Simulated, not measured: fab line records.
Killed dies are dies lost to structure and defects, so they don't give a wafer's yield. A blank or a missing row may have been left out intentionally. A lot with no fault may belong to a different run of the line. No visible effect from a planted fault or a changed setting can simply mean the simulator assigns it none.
Split-lot study -- flow berkeleyCmos170 -- on a route of 331 steps: 5 lots, 23 wafers read

== THE SPLIT ==
At UCB170_M3_METAL_ETCH_18 (etches Al in Cl2/BCl3, stops on SiO2, target depth 1170 nm, time 195 s), the setting timeS was moved away from the recipe's 195 s on 6 of the 23 wafers read, by -10.9% to +4.6%. For the rest of the wafers, this setting stayed at what the recipe calls for.

The reading is taken at the split's own step.

== THE READING ==
oesProductAu, in a.u., at UCB170_M3_METAL_ETCH_18 (etches Al in Cl2/BCl3, stops on SiO2, target depth 1170 nm, time 195 s). A value of 0.843 a.u. with a standard deviation of 0.017 a.u. is what fault-free wafers of this fab line usually give.

wafer,"tool, chamber at the split","timeS as run, s",against the recipe,"oesProductAu, a.u.",against lot-mates on the recipe
L077.2,"rieMetal-02, 1",195,recipe,0.855,-
L077.3,"rieMetal-02, 0",195,recipe,0.860,-
L077.5,"rieMetal-02, 1",195,recipe,0.850,-
L081.1,"rieMetal-04, 1",195,recipe,0.827,-
L081.2,"rieMetal-04, 0",173.8,-10.9%,0.886,+0.061
L081.4,"rieMetal-04, 0",173.8,-10.9%,0.894,+0.069
L081.5,"rieMetal-04, 1",173.8,-10.9%,0.880,+0.055
L081.6,"rieMetal-04, 0",195,recipe,0.824,-
L083.1,"rieMetal-02, 1",195,recipe,0.849,-
L083.2,"rieMetal-02, 0",195,recipe,0.858,-
L083.3,"rieMetal-02, 1",195,recipe,0.846,-
L083.4,"rieMetal-02, 0",195,recipe,0.861,-
L083.5,"rieMetal-02, 0",195,recipe,0.852,-
L082.1,"rieMetal-02, 1",195,recipe,0.847,-
L082.2,"rieMetal-02, 0",195,recipe,0.866,-
L082.3,"rieMetal-02, 1",195,recipe,0.842,-
L082.4,"rieMetal-02, 0",195,recipe,0.874,-
L082.5,"rieMetal-02, 1",195,recipe,0.850,-
L084.1,"rieMetal-04, 0",195,recipe,0.834,-
L084.3,"rieMetal-04, 1",203.9,+4.6%,0.820,-0.015
L084.4,"rieMetal-04, 0",195,recipe,0.835,-
L084.5,"rieMetal-04, 0",203.9,+4.6%,0.819,-0.016
L084.6,"rieMetal-04, 1",203.9,+4.6%,0.820,-0.015

THE FIT
A straight line over all 23 wafers: oesProductAu changes by -0.00401 a.u. for each +1% of timeS; r = -0.81; the points scatter about the line by 0.013 a.u.
The same after taking each lot's own level away (the mean of its wafers on the recipe; 23 wafers): -0.00519 a.u. for each +1%; r = -0.95; scatter 0.0078 a.u.
According to that fit, moving timeS by its largest amount changes the reading by 0.056 a.u.
From 0.8255 to 0.8558 a.u.: that is the span of the lots' own levels, equal to 1.8 times the standard deviation above.
Thus the slope moves with the lot-to-lot level: the two fits are different.
Check: with one of the wafers moved furthest among these (-10.9%) left out of the fit, the line predicts +0.0572 a.u. for it against its lot-mates. It came out at +0.0605 a.u. against them.
Tool readings at the split's step, against how far the setting was moved: oesProductAu r = -0.81.

== FURTHER SPLITS ON THESE WAFERS ==
These wafers also went through other splits before the reading. Each is held against what the fit with the lots' levels taken away leaves over:
other split on the same wafers,wafers away from the commonest value,r with oesProductAu (lot level and that fit taken away)
UCB170_M2_PEB_13 pebTempC,4,-0.49
UCB170_V2_CVD_00 timeS,7,+0.05
UCB170_V2_ETCH_14 timeS,6,-0.18
UCB170_M3_COAT_10 resistThkNm,9,-0.23

== THE WHOLE CHAIN: every reading that the file lists as answering this split, in the file's order ==
step,what it does,reading,change (the file's fit),r (the file's)
UCB170_M3_METAL_ETCH_18,"etches Al in Cl2/BCl3, stops on SiO2, target depth 1170 nm, time 195 s",oesProductAu,-0.00525 a.u. for each +1% of the setting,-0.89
UCB170_M3_METAL_ETCH_18,"etches Al in Cl2/BCl3, stops on SiO2, target depth 1170 nm, time 195 s","SiO2_of_V2_CVD_00.thkNm (the simulator's own value, which no gauge read)",-0.62 nm for each +1% of the setting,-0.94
UCB170_M3_METAL_ETCH_18,"etches Al in Cl2/BCl3, stops on SiO2, target depth 1170 nm, time 195 s","KrF_of_M3_COAT_10.thkNm (the simulator's own value, which no gauge read)","-6.77 nm for each +1% of the setting, in a fit together with resistThkNm@M3_COAT_10",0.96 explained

== FILE'S OWN FIT ==
oesProductAu changes by -0.00525 a.u. for each +1% of timeS, r = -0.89.
